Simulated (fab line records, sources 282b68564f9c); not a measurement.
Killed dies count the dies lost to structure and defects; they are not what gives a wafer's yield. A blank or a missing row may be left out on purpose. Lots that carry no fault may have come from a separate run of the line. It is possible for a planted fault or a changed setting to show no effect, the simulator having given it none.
Struck lot and sound lot, side by side + flow rit_cmos + 40 steps out of a route of 202
Sound: these wafers, L832.2, L832.3, L832.6. Wafers L828.4, L828.5, L828.6 were the ones struck. The cause is named last.
For every step that has rows: the tool of each side, followed by ch and its chambers, followed by its first start. Under that, the readings that differ: sound wafers + struck wafers + difference of the means + sigmas: that difference in standard deviations of wafers without a fault.
alike: a reading whose means differ by less than 2 such deviations, as well as words and numbers matching on both sides. not compared: withheld readings; readings where some wafer has no value; bounds like >300 that might hide an equal value; numbers whose values overlap and for which the record gives no deviation.
A row with sigmas, a row that says differs or no value, or rows on one side alone: a step with any of these is where the two part. Numbers that have no deviation but don't overlap get no sigmas and don't part them. Lack of a reading on every wafer of one side parts them only where that side has two or more wafers.

first, 2 steps without rows for these wafers: RIT_NLDD_HMDS_00 (prime time 60 s); RIT_NLDD_COAT_01 (resist thk 1000 nm).
RIT_NLDD_SOFTBAKE_02: time 62.75 s.
  sound on litho_track-01 ch 0, day 6 15:02; struck on litho_track-03 ch 0, day 5 15:32
  alike: plate_sensor_t_centre_C, plate_sensor_t_edge_C, softbake_temp_c
then, 3 steps without rows for these wafers: RIT_NLDD_EXPOSE_03 (exposes mask M7, target cd 40700 nm); RIT_NLDD_PEB_04; RIT_NLDD_DEVELOP_05 (develop time 50 s).
RIT_NLDD_OVL_MEAS_06:
  sound: overlay-02 at day 6 15:34; struck: overlay-02 at day 5 16:01
  alike: NLDD_OVL
then, 2 steps without rows for these wafers: RIT_NLDD_HARDBAKE_07 (time 60 s); RIT_NLDD_IMPLANT_08.
RIT_NLDD_STRIP_09: strips in O2, time 180 s.
  sound on plasma_asher-04 ch 0,1, day 6 15:54; struck on plasma_asher-04 ch 0,1, day 5 16:23
  alike: drypump_motor_current_A
  not compared: rf_hours_counter_h
RIT_NLDD_TW_MEAS_10:
  sound: film_metro-02 at day 6 16:05; struck: film_metro-04 at day 5 16:32
  alike: NLDD_TW
then, 1 step without rows for these wafers: RIT_PLDD_HMDS_00 (prime time 60 s).
RIT_PLDD_COAT_01: resist thk 1000 nm.
  struck on litho_track-03, day 5 16:48; sound on litho_track-03 ch 0, day 6 16:19
  no value came back on the struck wafers for chill_plate_temp_C (C), dispense_pressure_kPa (kPa); on the sound wafers chill_plate_temp_C (C) reads 23.11 23.10 23.09
then, 4 steps without rows for these wafers: RIT_PLDD_SOFTBAKE_02 (time 60 s); RIT_PLDD_EXPOSE_03 (exposes mask M8, target cd 40900 nm); RIT_PLDD_PEB_04; RIT_PLDD_DEVELOP_05 (develop time 50 s).
RIT_PLDD_OVL_MEAS_06:
  sound: overlay-01 at day 6 16:59; struck: overlay-01 at day 5 17:26
| reading       | sound         | struck | difference                    | sigmas |
|---------------|---------------|--------|-------------------------------|--------|
| PLDD_OVL (nm) | -0.5 -1.6 0.5 | - - -  | no value on the struck wafers |        |
then, 2 steps without rows for these wafers: RIT_PLDD_HARDBAKE_07 (time 60 s); RIT_PLDD_IMPLANT_08.
RIT_PLDD_STRIP_09: strips in O2, time 180 s.
  sound on plasma_asher-04 ch 0,1, day 6 17:19; struck on plasma_asher-01 ch 0,1, day 5 17:49
  alike: drypump_motor_current_A
  not compared: rf_hours_counter_h
RIT_PLDD_TW_MEAS_10:
  sound: film_metro-04 at day 6 17:30; struck: film_metro-04 at day 5 17:58
  alike: PLDD_TW
then, 4 steps without rows for these wafers: RIT_SPACER_CLEAN_00 (cleans in SC1, time 600 s); RIT_SPACER_CLEAN_01 (cleans in dHF, time 29.24 s); RIT_SPACER_CLEAN_02 (cleans in SC2, time 600 s); RIT_SPACER_CVD_03 (deposits Si3N4 from SiH2Cl2/NH3, target thk 250 nm, time 3300 s).
RIT_SPACER_THK_MEAS_04:
  sound: film_metro-03 at day 6 19:51; struck: film_metro-01 at day 5 21:09
  alike: SPACER_NITRIDE_THK
RIT_SPACER_ETCHBACK_05: etches Si3N4 in SF6/CHF3, stops on SiO2, target depth 250 nm, time 240 s.
  sound on rie_diel-01 ch 1,3, day 6 19:54; struck on rie_diel-02 ch 1,2, day 5 21:11
  alike: drypump_motor_current_A, oes_product_au, throttle_valve_pct
  not compared: rf_hours_counter_h
then, 6 steps without rows for these wafers: RIT_NSD_HMDS_00 (prime time 60 s); RIT_NSD_COAT_01 (resist thk 1000 nm); RIT_NSD_SOFTBAKE_02 (time 60 s); RIT_NSD_EXPOSE_03 (exposes mask M9, target cd 40700 nm); RIT_NSD_PEB_04; RIT_NSD_DEVELOP_05 (develop time 50 s).
RIT_NSD_OVL_MEAS_06:
  sound: overlay-01 at day 6 20:54; struck: overlay-01 at day 5 22:27
  alike: NSD_OVL
then, 2 steps without rows for these wafers: RIT_NSD_HARDBAKE_07 (time 60 s); RIT_NSD_IMPLANT_08.
RIT_NSD_STRIP_09: strips in O2, time 180 s.
  sound on plasma_asher-04 ch 0,1, day 6 21:14; struck on plasma_asher-04 ch 0,1, day 5 22:50
  alike: drypump_motor_current_A
  not compared: rf_hours_counter_h
RIT_NSD_TW_MEAS_10:
  sound: film_metro-04 at day 6 21:25; struck: film_metro-04 at day 5 23:12
| reading | sound          | struck         | difference | sigmas |
|---------|----------------|----------------|------------|--------|
| NSD_TW  | 3201 3190 3219 | 3371 3383 3372 | +172       | +10    |
  not compared: hold
RIT_M1_PROBE_99:
  sound: prober-01 at day 7 06:43; struck: prober-01 at day 6 12:04
| reading             | sound | struck                                                               | difference                   | sigmas |
|---------------------|-------|----------------------------------------------------------------------|------------------------------|--------|
| hold                | - - - | await_dispo/7.2h/scrap await_dispo/7.2h/scrap await_dispo/7.2h/scrap | no value on the sound wafers |        |
| killed_at_front_end | 7 1 9 | 264 264 264                                                          | +258                         | +78    |
| killed_dies         | 7 1 9 | 264 264 264                                                          | +258                         | +78    |
| killed_on_rim       | 3 0 5 | 70 70 70                                                             | +67                          | +48    |
  alike: killed_open, killed_short

## WHERE THEY PART
First at RIT_PLDD_COAT_01; last, within this record, at RIT_M1_PROBE_99.

WHY: what the simulator had put in
Whole step skipped at RIT_PLDD_COAT_01 on litho_track-03, starting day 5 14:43. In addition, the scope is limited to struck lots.
